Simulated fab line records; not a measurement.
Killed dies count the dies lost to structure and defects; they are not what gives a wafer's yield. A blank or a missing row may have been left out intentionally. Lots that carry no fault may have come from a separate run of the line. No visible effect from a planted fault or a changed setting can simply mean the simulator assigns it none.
Which of the tools did it? + flow ritCmos + 14 lots (42 wafers sampled), 1 step of a 202-step route

## WHAT EACH GAUGE READ, for each wafer
Not one reading of a measure or inspect step in the record can be checked against a usual standard deviation.

## WHICH TOOL RAN EACH LOT (tool, then ch and the chambers of the sampled wafers, then the start)
| lot  | RIT_NLDD_DEVELOP_05             |
|------|---------------------------------|
| L678 | lithoTrack-03 ch 0, day 2 18:00 |
| L679 | lithoTrack-02 ch 0, day 2 22:00 |
| L681 | lithoTrack-03 ch 0, day 3 09:00 |
| L684 | lithoTrack-03 ch 0, day 4 01:00 |
| L685 | lithoTrack-04 ch 0, day 4 05:00 |
| L686 | lithoTrack-02 ch 0, day 4 10:00 |
| L688 | lithoTrack-04 ch 0, day 4 18:00 |
| L689 | lithoTrack-04 ch 0, day 5 01:00 |
| L690 | lithoTrack-02 ch 0, day 5 06:00 |
| L692 | lithoTrack-04 ch 0, day 5 15:00 |
| L693 | lithoTrack-02 ch 0, day 5 19:00 |
| L694 | lithoTrack-02 ch 0, day 6 00:00 |
| L698 | lithoTrack-04 ch 0, day 7 00:00 |
| L701 | lithoTrack-04 ch 0, day 7 13:00 |
- RIT_NLDD_DEVELOP_05: develop time 50 s.

## AS READ BY THE TOOLS THEMSELVES (means over the sampled wafers that have a number; for cases with no such wafer, the mark the record gives instead)
RIT_NLDD_DEVELOP_05. Usual: 23.01 C for developerTempC, sd 0.12.
| lot  | tool          | developerTempC (C) | flag |
|------|---------------|--------------------|------|
| L678 | lithoTrack-03 | 22.82              |      |
| L679 | lithoTrack-02 | 23.18              |      |
| L681 | lithoTrack-03 | 23.11              |      |
| L684 | lithoTrack-03 | 23.00              |      |
| L685 | lithoTrack-04 | 23.17              |      |
| L686 | lithoTrack-02 | 22.99              |      |
| L688 | lithoTrack-04 | 23.05              |      |
| L689 | lithoTrack-04 | 22.92              |      |
| L690 | lithoTrack-02 | 22.98              |      |
| L692 | lithoTrack-04 | 23.05              |      |
| L693 | lithoTrack-02 | 22.97              |      |
| L694 | lithoTrack-02 | 23.08              |      |
| L698 | lithoTrack-04 | 22.11              | OFF  |
| L701 | lithoTrack-04 | 22.15              | OFF  |

## THE ANSWER, worked out from the rows above alone
Rule: a lot counts as off when the mean over its wafers that have a number is more than 3 standard deviations away from the usual mean. A lot without any number at a reading at which 4 lots or more have one is off too. Where the step has rows for the other lots, those lots are counted as sound. First the gauges in route order, then the tools' own readings, where a lot's mean is used as printed above. At the first step where some lot is off, the reading lying furthest off is the one used; lots without a number count as furthest.
Off, at RIT_NLDD_DEVELOP_05 on developerTempC: L698, L701.
If a tool, at that step or one of the process steps before it, ran each lot that is off and ran no sound lot following the first of them, it fits. One fits: lithoTrack-04 at RIT_NLDD_DEVELOP_05. Its last sound lot is L692 (day 5 15:00), its first lot that is off L698 (day 7 00:00): a fault that began between those two fits.
The tool's own readings at RIT_NLDD_DEVELOP_05 bear it out: on the lots that are off they differ by more than 5 times the standard deviation of the sound lots' means. developerTempC reads 22.13 C there against 23.03 C on the sound lots.

## WHAT THE SIMULATOR HAD PUT IN
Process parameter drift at RIT_NLDD_DEVELOP_05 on lithoTrack-04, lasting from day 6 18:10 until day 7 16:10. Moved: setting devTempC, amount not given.
Struck lots among those shown: L698, L701. Same finding as the rule above.
